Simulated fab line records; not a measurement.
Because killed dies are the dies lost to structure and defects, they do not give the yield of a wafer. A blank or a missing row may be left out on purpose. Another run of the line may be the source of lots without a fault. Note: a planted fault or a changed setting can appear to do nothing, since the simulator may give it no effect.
fab line records -- flow rit-cmos
record: lots: 5, wafers: 15, last-day: 6
route steps=202 shown CONTACT@174 M1@184
lots that met no fault: from a run of the same line without faults
start-h: hours from the record's opening day to when the first of the lot's shown wafers began -- wait-h: time in hours since the lot's previous step -- " the same as in the row above -- L1.1+2: a single row standing in for several wafers -- - no value, or no start given -- * or withheld: withheld -- < > ~ a bound
route shown NAME@n: names a module that has steps shown in the file, with the first one's number in the route -- usual: average and standard deviation across the fault-free wafers -- same: alike in all rows -- chamber/n: place in a boat -- sites: per-site readings -- _std_site: how widely they spread, as a standard deviation -- _edge_site: mean of outer sites minus mean of inner sites -- radius-mm: how far each site lies from the wafer's centre -- mask NAME#n: copy n -- behind: the last tool/chamber to shape the wafer -- hold: cause of the lot's hold/its duration in hours/its outcome -- device: which transistor (n, p or np) failed to switch -- end of line: the route-end tests of the same wafers -- a step with no rows: only its recipe -- killed: count of dies lost to structure and defects at first sort (not the wafer's yield) -- map: dies across one wafer; x = killed, . = not, _ = none there
set.NAME: the setting as run; set.NAME@STEP: as run at that earlier step -- model.NAME: the simulator's own value behind a step, which no gauge read
lots at some steps of the route; a table a step, a row a wafer
services: the hour from which a tool's chamber was out of use, counted from the record's first day as start-h (under 0 if before that day), plus the number of hours and why
== steps ==
step: RIT_CONTACT_PEB_06
recipe: resist: NOVOLAK, temp-c: withheld, time-s: withheld
lot.wafer,tool,chamber,start-h,wait-h
L074.1+3+4,litho-track-01,0,61.85,0.1
L080.2+3+5,litho-track-04,0,86.95,0.1
L087.1+5+6,litho-track-01,0,120.76,0.1
L089.3+4+5,litho-track-01,0,132.54,0.1
L093.2+3+5,litho-track-04,0,149.46,0.1
step: RIT_CONTACT_DEVELOP_07
recipe: resist: NOVOLAK, develop-time-s: 120, dev-temp-c: 23
lot.wafer,tool,chamber,start-h,wait-h
L074.1+3+4,litho-track-01,0,-,-
L080.2+3+5,litho-track-04,0,-,-
L087.1+5+6,litho-track-01,0,-,-
L089.3+4+5,litho-track-01,0,-,-
L093.2+3+5,litho-track-04,0,-,-
step: RIT_CONTACT_CD_MEAS_08
recipe: target-cd-nm: 1000
usual: cd-nm: 1000.5/2.3
lot.wafer,tool,chamber,start-h,wait-h,cd-nm
L074.1,cd-sem-02,-,62.25,-,1001.8
L074.3,cd-sem-02,-,62.25,-,1001.1
L074.4,cd-sem-02,-,62.25,-,999.6
L080.2,cd-sem-01,-,87.34,-,1002.0
L080.3,cd-sem-01,-,87.34,-,1002.9
L080.5,cd-sem-01,-,87.34,-,1000.8
L087.1,cd-sem-02,-,121.16,-,1000.2
L087.5,cd-sem-02,-,121.16,-,1000.1
L087.6,cd-sem-02,-,121.16,-,998.2
L089.3,cd-sem-01,-,132.93,-,1004.6
L089.4,cd-sem-01,-,132.93,-,1002.9
L089.5,cd-sem-01,-,132.93,-,1003.7
L093.2,cd-sem-01,-,149.86,-,999.5
L093.3,cd-sem-01,-,149.86,-,999.1
L093.5,cd-sem-01,-,149.86,-,998.6
step: RIT_CONTACT_OVL_MEAS_09
usual: CONTACT_OVL: 1.2/1.4
lot.wafer,tool,chamber,start-h,wait-h,CONTACT_OVL[nm]
L074.1,overlay-02,-,62.37,0.1,-0.8
L074.3,overlay-02,-,62.37,0.1,0.2
L074.4,overlay-02,-,62.37,0.1,-1.7
L080.2,overlay-01,-,87.45,0.1,3.5
L080.3,overlay-01,-,87.45,0.1,1.8
L080.5,overlay-01,-,87.45,0.1,3.5
L087.1,overlay-01,-,121.28,0.1,0.8
L087.5,overlay-01,-,121.28,0.1,0.6
L087.6,overlay-01,-,121.28,0.1,0.9
L089.3,overlay-02,-,133.02,0.1,-1.2
L089.4,overlay-02,-,133.02,0.1,0.5
L089.5,overlay-02,-,133.02,0.1,0.1
L093.2,overlay-02,-,149.97,0.1,3.0
L093.3,overlay-02,-,149.97,0.1,5.0
L093.5,overlay-02,-,149.97,0.1,3.2
step: RIT_CONTACT_HARDBAKE_10
recipe: resist: NOVOLAK, temp-c: 140, time-s: 60
usual: plate-temp-C: 140.01/0.14
lot.wafer,tool,chamber,start-h,wait-h,plate-temp-C
L074.1,litho-track-01,0,62.67,0.3,139.85
L074.3,litho-track-01,0,62.67,0.3,139.76
L074.4,litho-track-01,0,62.67,0.3,140.09
L080.2,litho-track-03,0,87.50,0.0,140.03
L080.3,litho-track-03,0,87.50,0.0,140.03
L080.5,litho-track-03,0,87.50,0.0,140.15
L087.1,litho-track-01,0,121.31,0.0,139.84
L087.5,litho-track-01,0,121.31,0.0,140.02
L087.6,litho-track-01,0,121.31,0.0,140.07
L089.3,litho-track-03,0,133.10,0.1,139.91
L089.4,litho-track-03,0,133.10,0.1,140.03
L089.5,litho-track-03,0,133.10,0.1,140.00
L093.2,litho-track-01,0,150.07,0.1,139.75
L093.3,litho-track-01,0,150.07,0.1,139.68
L093.5,litho-track-01,0,150.07,0.1,139.91
step: RIT_CONTACT_ETCH_11
recipe: target-depth-a: 4800, over-etch-frac: 0.2, stop-on: TiSi2, chemistry: CHF3/CF4/Ar, target: SiO2, CHF3_flow_sccm: 50, cf4-flow-sccm: 10, Ar_flow_sccm: 100, O2_flow_sccm: 5, pressure-mtorr: 100, rf-w: 200, time-s: 320
usual: drypump-motor-current-A: 5.8/0.36, oes-product-au: 0.989/0.014, rf-fwd-power-W: 199.6/0.61, throttle-valve-pct: 8.88/0.1
lot.wafer,tool,chamber,start-h,wait-h,drypump-motor-current-A,oes-product-au,rf-fwd-power-W,rf-hours-counter-h,throttle-valve-pct
L074.1,rie-diel-02,0,62.82,0.1,6.2,0.975,200.1,160,9.09
L074.3,rie-diel-02,3,62.82,0.1,5.8,1.005,199.8,100,8.92
L074.4,rie-diel-02,1,62.82,0.1,5.3,1.008,199.4,12,8.88
L080.2,rie-diel-04,2,87.63,0.1,6.3,0.972,199.6,128,8.73
L080.3,rie-diel-04,0,87.63,0.1,6.1,0.965,200.7,37,8.89
L080.5,rie-diel-04,3,87.63,0.1,5.4,0.989,200.2,-,8.90
L087.1,rie-diel-02,3,121.46,0.1,5.8,1.005,200.1,101,8.92
L087.5,rie-diel-02,3,121.46,0.1,5.9,1.001,199.7,-,8.91
L087.6,rie-diel-02,2,121.46,0.1,5.3,0.980,200.3,-,8.82
L089.3,rie-diel-02,3,133.20,0.1,5.9,1.001,200.0,102,8.92
L089.4,rie-diel-02,0,133.20,0.1,6.2,0.993,199.8,0,9.09
L089.5,rie-diel-02,3,133.20,0.1,5.9,1.007,199.1,-,8.93
L093.2,rie-diel-04,0,150.20,0.1,6.1,0.970,200.1,38,8.87
L093.3,rie-diel-04,1,150.20,0.1,6.3,0.993,199.4,129,8.82
L093.5,rie-diel-04,2,150.20,0.1,6.2,0.980,198.9,-,8.72
step: RIT_CONTACT_STRIP_12
recipe: chemistry: O2, time-s: 180, resist: NOVOLAK, platen-temp-c: withheld, power-w: 500, pressure-mtorr: 4000, o2-flow-sccm: 4000
usual: drypump-motor-current-A: 5.7/0.35
lot.wafer,tool,chamber,start-h,wait-h,drypump-motor-current-A,rf-hours-counter-h
L074.1,plasma-asher-02,0,63.01,0.1,5.3,40
L074.3,plasma-asher-02,1,63.01,0.1,6.1,-
L074.4,plasma-asher-02,0,63.01,0.1,5.3,-
L080.2,plasma-asher-04,1,87.82,0.1,5.7,45
L080.3,plasma-asher-04,1,87.82,0.1,5.7,-
L080.5,plasma-asher-04,0,87.82,0.1,6.3,-
L087.1,plasma-asher-02,1,121.66,0.1,6.1,0
L087.5,plasma-asher-02,0,121.66,0.1,5.3,-
L087.6,plasma-asher-02,1,121.66,0.1,6.0,-
L089.3,plasma-asher-04,1,133.45,0.2,5.7,-
L089.4,plasma-asher-04,0,133.45,0.2,6.3,-
L089.5,plasma-asher-04,1,133.45,0.2,5.7,-
L093.2,plasma-asher-01,0,150.39,0.1,5.8,37
L093.3,plasma-asher-01,0,150.39,0.1,5.8,-
L093.5,plasma-asher-01,0,150.39,0.1,5.8,-
step: RIT_CONTACT_CD_MEAS_90
recipe: target-cd-nm: 1000
usual: cd-nm: 1000.3/2.3
lot.wafer,tool,chamber,start-h,wait-h,cd-nm
L074.1,cd-sem-02,-,63.19,0.1,1001.6
L074.3,cd-sem-02,-,63.19,0.1,1000.9
L074.4,cd-sem-02,-,63.19,0.1,999.3
L080.2,cd-sem-01,-,88.02,0.1,1001.5
L080.3,cd-sem-01,-,88.02,0.1,1003.1
L080.5,cd-sem-01,-,88.02,0.1,1000.3
L087.1,cd-sem-01,-,121.83,0.1,1000.0
L087.5,cd-sem-01,-,121.83,0.1,999.9
L087.6,cd-sem-01,-,121.83,0.1,998.4
L089.3,cd-sem-01,-,133.61,0.1,1004.9
L089.4,cd-sem-01,-,133.61,0.1,1002.8
L089.5,cd-sem-01,-,133.61,0.1,1003.3
L093.2,cd-sem-01,-,150.59,0.1,999.0
L093.3,cd-sem-01,-,150.59,0.1,998.9
L093.5,cd-sem-01,-,150.59,0.1,998.3
step: RIT_CONTACT_CLEAN_13
recipe: chemistry: SC1, mix: 3:3:50, time-s: 600, temp-c: 75
lot.wafer,tool,chamber,start-h,wait-h
L074.1+3+4,wet-bench-01,2,63.31,0.1
L080.2+3+5,wet-bench-03,0,88.12,0.1
L087.1+5+6,wet-bench-01,0,121.95,0.1
L089.3+4+5,wet-bench-01,1,133.69,0.1
L093.2+3+5,wet-bench-03,0,150.69,0.1
step: RIT_CONTACT_CLEAN_14
recipe: chemistry: SC2, mix: 3:3:50, time-s: 600, temp-c: 75, dry: n2-spin
lot.wafer,tool,chamber,start-h,wait-h
L074.1+3+4,wet-bench-01,3,63.48,0.0
L080.2+3+5,wet-bench-01,1,88.29,0.0
L087.1+5+6,wet-bench-04,2,122.13,0.0
L089.3+4+5,wet-bench-04,1,133.86,0.0
L093.2+3+5,wet-bench-04,1,150.88,0.0
step: RIT_M1_SPUTTER_00
recipe: material: Al, target-thk-nm: 400, power-w: 2000, chamber-pressure-pa: 0.4, gas: Ar, time-s: 500, substrate-temp-c: 25
usual: throttle-valve-pct: 30.4/1.3
lot.wafer,tool,chamber,start-h,wait-h,throttle-valve-pct
L074.1,pvd-sputter-01,-,63.66,0.0,30.9
L074.3,pvd-sputter-01,-,63.66,0.0,28.4
L074.4,pvd-sputter-01,-,63.66,0.0,31.1
L080.2,pvd-sputter-02,-,88.47,0.0,30.2
L080.3,pvd-sputter-02,-,88.47,0.0,29.2
L080.5,pvd-sputter-02,-,88.47,0.0,32.5
L087.1,pvd-sputter-01,-,122.30,0.0,31.3
L087.5,pvd-sputter-01,-,122.30,0.0,31.4
L087.6,pvd-sputter-01,-,122.30,0.0,32.0
L089.3,pvd-sputter-01,-,134.05,0.0,31.6
L089.4,pvd-sputter-01,-,134.05,0.0,28.2
L089.5,pvd-sputter-01,-,134.05,0.0,28.4
L093.2,pvd-sputter-02,-,151.05,0.0,32.6
L093.3,pvd-sputter-02,-,151.05,0.0,30.3
L093.5,pvd-sputter-02,-,151.05,0.0,29.3
step: RIT_M1_RS_MEAS_01
recipe: thk-meas-gauge: four-point-probe, reads: Al_of_M1_SPUTTER_00
usual: M1_AL_RS: 0.0734/0.0007
lot.wafer,tool,chamber,start-h,wait-h,M1_AL_RS[ohm/sq]
L074.1,film-metro-02,-,63.95,0.1,0.0717
L074.3,film-metro-02,-,63.95,0.1,0.0739
L074.4,film-metro-02,-,63.95,0.1,0.0729
L080.2,film-metro-01,-,88.78,0.2,0.0746
L080.3,film-metro-01,-,88.78,0.2,0.0743
L080.5,film-metro-01,-,88.78,0.2,0.0743
L087.1,film-metro-03,-,122.60,0.1,0.0729
L087.5,film-metro-03,-,122.60,0.1,0.0733
L087.6,film-metro-03,-,122.60,0.1,0.0744
L089.3,film-metro-01,-,134.39,0.2,0.0742
L089.4,film-metro-01,-,134.39,0.2,0.0740
L089.5,film-metro-01,-,134.39,0.2,0.0741
L093.2,film-metro-01,-,151.37,0.2,0.0725
L093.3,film-metro-01,-,151.37,0.2,0.0723
L093.5,film-metro-01,-,151.37,0.2,0.0735
step: RIT_M1_THK_MEAS_02
recipe: thk-meas-gauge: xrf, reads: Al_of_M1_SPUTTER_00
usual: M1_AL_THK: 397/4
lot.wafer,tool,chamber,start-h,wait-h,M1_AL_THK[nm]
L074.1,film-metro-02,-,64.07,0.1,408
L074.3,film-metro-02,-,64.07,0.1,396
L074.4,film-metro-02,-,64.07,0.1,398
L080.2,film-metro-01,-,88.89,0.1,391
L080.3,film-metro-01,-,88.89,0.1,389
L080.5,film-metro-01,-,88.89,0.1,395
L087.1,film-metro-03,-,122.72,0.1,398
L087.5,film-metro-03,-,122.72,0.1,398
L087.6,film-metro-03,-,122.72,0.1,393
L089.3,film-metro-01,-,134.49,0.1,395
L089.4,film-metro-01,-,134.49,0.1,396
L089.5,film-metro-01,-,134.49,0.1,391
L093.2,film-metro-01,-,151.48,0.1,404
L093.3,film-metro-01,-,151.48,0.1,403
L093.5,film-metro-01,-,151.48,0.1,396
step: RIT_M1_HMDS_03
recipe: prime-time-s: 60, prime-temp-c: 140
lot.wafer,tool,chamber,start-h,wait-h
L074.1+3+4,litho-track-04,0,64.13,0.1
L080.2+3+5,litho-track-01,0,88.97,0.1
L087.1+5+6,litho-track-02,0,122.78,0.1
L089.3+4+5,litho-track-01,0,134.60,0.1
L093.2+3+5,litho-track-01,0,151.55,0.1
step: RIT_M1_COAT_04
recipe: resist: NOVOLAK, spin-rpm: 2000, resist-thk-nm: 1300
usual: dispense-pressure-kPa: 45.8/0.75
lot.wafer,tool,chamber,start-h,wait-h,dispense-pressure-kPa
L074.1,litho-track-04,0,64.28,0.1,44.9
L074.3,litho-track-04,0,64.28,0.1,44.9
L074.4,litho-track-04,0,64.28,0.1,44.9
L080.2,litho-track-01,0,89.12,0.1,45.9
L080.3,litho-track-01,0,89.12,0.1,46.0
L080.5,litho-track-01,0,89.12,0.1,46.0
L087.1,litho-track-02,0,122.93,0.1,46.8
L087.5,litho-track-02,0,122.93,0.1,46.7
L087.6,litho-track-02,0,122.93,0.1,46.7
L089.3,litho-track-01,0,134.75,0.1,46.0
L089.4,litho-track-01,0,134.75,0.1,46.0
L089.5,litho-track-01,0,134.75,0.1,46.0
L093.2,litho-track-01,0,151.70,0.1,46.0
L093.3,litho-track-01,0,151.70,0.1,46.0
L093.5,litho-track-01,0,151.70,0.1,46.0
step: RIT_M1_SOFTBAKE_05
recipe: resist: NOVOLAK, temp-c: 90, time-s: 60
usual: plate-temp-C: 90.03/0.13
lot.wafer,tool,chamber,start-h,wait-h,plate-temp-C
L074.1,litho-track-04,0,64.43,0.1,89.91
L074.3,litho-track-04,0,64.43,0.1,89.91
L074.4,litho-track-04,0,64.43,0.1,90.05
L080.2,litho-track-01,0,89.27,0.1,90.09
L080.3,litho-track-01,0,89.27,0.1,89.97
L080.5,litho-track-01,0,89.27,0.1,89.87
L087.1,litho-track-02,0,123.08,0.1,90.06
L087.5,litho-track-02,0,123.08,0.1,89.99
L087.6,litho-track-02,0,123.08,0.1,89.83
L089.3,litho-track-01,0,134.90,0.1,90.12
L089.4,litho-track-01,0,134.90,0.1,89.99
L089.5,litho-track-01,0,134.90,0.1,90.14
L093.2,litho-track-01,0,151.85,0.1,89.87
L093.3,litho-track-01,0,151.85,0.1,90.12
L093.5,litho-track-01,0,151.85,0.1,89.99
step: RIT_M1_EXPOSE_06
recipe: mask-id: M12, na: 0.6, source-shape: conventional, sigma-outer: 0.5, target-cd-nm: 2600, dose-mj: 250
lot.wafer,tool,chamber,start-h,wait-h,mask
L074.1+3+4,iline-stepper-01,0,64.71,0.2,M12#0
L080.2+3+5,iline-stepper-02,0,89.41,0.1,M12#0
L087.1+5+6,iline-stepper-01,0,123.35,0.2,M12#0
L089.3+4+5,iline-stepper-01,0,135.04,0.1,M12#0
L093.2+3+5,iline-stepper-02,0,152.12,0.2,M12#0
step: RIT_M1_PEB_07
recipe: resist: NOVOLAK, temp-c: withheld, time-s: withheld
lot.wafer,tool,chamber,start-h,wait-h
L074.1+3+4,litho-track-01,0,64.83,0.1
L080.2+3+5,litho-track-01,0,89.54,0.1
L087.1+5+6,litho-track-02,0,123.47,0.1
L089.3+4+5,litho-track-04,0,135.17,0.1
L093.2+3+5,litho-track-04,0,152.24,0.1
step: RIT_M1_DEVELOP_08
recipe: resist: NOVOLAK, develop-time-s: 68, dev-temp-c: 23
lot.wafer,tool,chamber,start-h,wait-h
L074.1+3+4,litho-track-01,0,-,-
L080.2+3+5,litho-track-01,0,-,-
L087.1+5+6,litho-track-02,0,-,-
L089.3+4+5,litho-track-04,0,-,-
L093.2+3+5,litho-track-04,0,-,-
step: RIT_M1_CD_MEAS_09
recipe: target-cd-nm: 2600
usual: cd-nm: 2599.8/2.5
lot.wafer,tool,chamber,start-h,wait-h,cd-nm
L074.1,cd-sem-01,-,65.14,-,2599.3
L074.3,cd-sem-01,-,65.14,-,2599.3
L074.4,cd-sem-01,-,65.14,-,2600.0
L080.2,cd-sem-02,-,89.84,-,2595.5
L080.3,cd-sem-02,-,89.84,-,2599.0
L080.5,cd-sem-02,-,89.84,-,2596.3
L087.1,cd-sem-02,-,123.78,-,2602.9
L087.5,cd-sem-02,-,123.78,-,2602.0
L087.6,cd-sem-02,-,123.78,-,2601.2
L089.3,cd-sem-02,-,135.47,-,2602.8
L089.4,cd-sem-02,-,135.47,-,2605.1
L089.5,cd-sem-02,-,135.47,-,2606.1
L093.2,cd-sem-01,-,152.55,-,2597.9
L093.3,cd-sem-01,-,152.55,-,2598.3
L093.5,cd-sem-01,-,152.55,-,2599.7
step: RIT_M1_OVL_MEAS_10
usual: M1_OVL: 0.6/1.4
lot.wafer,tool,chamber,start-h,wait-h,M1_OVL[nm]
L074.1,overlay-02,-,65.26,0.1,1.4
L074.3,overlay-02,-,65.26,0.1,-0.3
L074.4,overlay-02,-,65.26,0.1,0.3
L080.2,overlay-02,-,89.95,0.1,-0.8
L080.3,overlay-02,-,89.95,0.1,0.0
L080.5,overlay-02,-,89.95,0.1,-1.2
L087.1,overlay-02,-,123.90,0.1,2.6
L087.5,overlay-02,-,123.90,0.1,2.3
L087.6,overlay-02,-,123.90,0.1,3.1
L089.3,overlay-01,-,135.57,0.1,-1.0
L089.4,overlay-01,-,135.57,0.1,1.6
L089.5,overlay-01,-,135.57,0.1,0.5
L093.2,overlay-01,-,152.66,0.1,-0.6
L093.3,overlay-01,-,152.66,0.1,-1.8
L093.5,overlay-01,-,152.66,0.1,0.3
step: RIT_M1_HARDBAKE_11
recipe: resist: NOVOLAK, temp-c: 140, time-s: 120
usual: plate-temp-C: 140.03/0.13
lot.wafer,tool,chamber,start-h,wait-h,plate-temp-C
L074.1,litho-track-04,0,65.29,0.0,139.84
L074.3,litho-track-04,0,65.29,0.0,139.96
L074.4,litho-track-04,0,65.29,0.0,140.07
L080.2,litho-track-04,0,90.02,0.1,140.00
L080.3,litho-track-04,0,90.02,0.1,140.12
L080.5,litho-track-04,0,90.02,0.1,140.03
L087.1,litho-track-02,0,123.94,0.0,140.04
L087.5,litho-track-02,0,123.94,0.0,140.10
L087.6,litho-track-02,0,123.94,0.0,140.14
L089.3,litho-track-04,0,135.67,0.1,139.81
L089.4,litho-track-04,0,135.67,0.1,139.88
L089.5,litho-track-04,0,135.67,0.1,139.79
L093.2,litho-track-01,0,152.73,0.1,140.10
L093.3,litho-track-01,0,152.73,0.1,139.84
L093.5,litho-track-01,0,152.73,0.1,140.00
== services ==
tool,chamber,start-h,hours,kind
rie-diel-04,1,41.89,14.5,repair
plasma-asher-04,-,68.49,0.4,repair
rie-diel-04,-,79.32,1.1,repair
iline-stepper-01,-,81.64,1.3,repair
rie-diel-02,3,92.04,2.6,repair
rie-diel-02,0,98.03,-,clean
rie-diel-02,0,98.03,22.5,scheduled-down
rie-diel-02,0,98.03,22.5,vent-cycle
iline-stepper-02,-,103.32,1.7,pm
plasma-asher-02,-,108.75,9.0,pm
plasma-asher-02,0,108.75,9.0,vent-cycle
plasma-asher-02,1,108.75,9.0,vent-cycle
plasma-asher-02,0,117.75,-,clean
plasma-asher-02,1,117.75,-,clean
wet-bench-01,-,119.27,2.1,repair
pvd-sputter-01,-,129.01,3.0,repair
plasma-asher-04,-,144.55,14.6,pm
== key ==
fault none
